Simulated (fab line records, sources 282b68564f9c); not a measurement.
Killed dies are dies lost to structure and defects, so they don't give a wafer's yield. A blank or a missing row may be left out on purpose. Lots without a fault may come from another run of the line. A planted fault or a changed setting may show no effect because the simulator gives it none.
Which tool did it? | flow rit_cmos | 7 lots, 21 wafers sampled, at 1 step of a route of 202

WHAT THE GAUGES READ, wafer by wafer
RIT_ACTIVE_THK_MEAS_02.
lot  | measured    | on            | ACTIVE_OXIDE_THK (nm)
L465 | day 2 03:20 | film_metro-02 | 47.8 46.7 46.9
L467 | day 2 14:34 | film_metro-04 | 47.6 47.4 47.2
L470 | day 3 06:43 | film_metro-04 | 46.2 47.6 46.9
L475 | day 4 05:20 | film_metro-04 | 46.5 46.3 45.9
L478 | day 4 20:58 | film_metro-03 | 46.9 47.3 46.3
L482 | day 5 16:28 | film_metro-02 | 47.4 47.8 47.3
L484 | day 6 02:53 | film_metro-02 | 46.6 46.6 45.9

WHICH TOOL RAN EACH LOT (tool, then ch and the chambers of the sampled wafers, then the start)
The record holds no process step before these readings.

THE ANSWER, worked out from the rows above alone
Rule: what is usual is taken from the lots themselves. Put in order of their means at a reading, lots are off if they are a third of the lots or fewer, leave a main group of 4 or more, and stand apart from it by a gap of 3 or more times the standard deviation of the main group's means; of several such gaps the widest counts. A main group whose means are all the same, to the digits that the tables above print for the reading, isn't used. A lot without any number at a reading at which 4 lots or more have one is off too. The other lots that the step has rows for count as sound.
No lot is off at any reading shown: from this, nothing can be told.

WHAT THE SIMULATOR HAD PUT IN
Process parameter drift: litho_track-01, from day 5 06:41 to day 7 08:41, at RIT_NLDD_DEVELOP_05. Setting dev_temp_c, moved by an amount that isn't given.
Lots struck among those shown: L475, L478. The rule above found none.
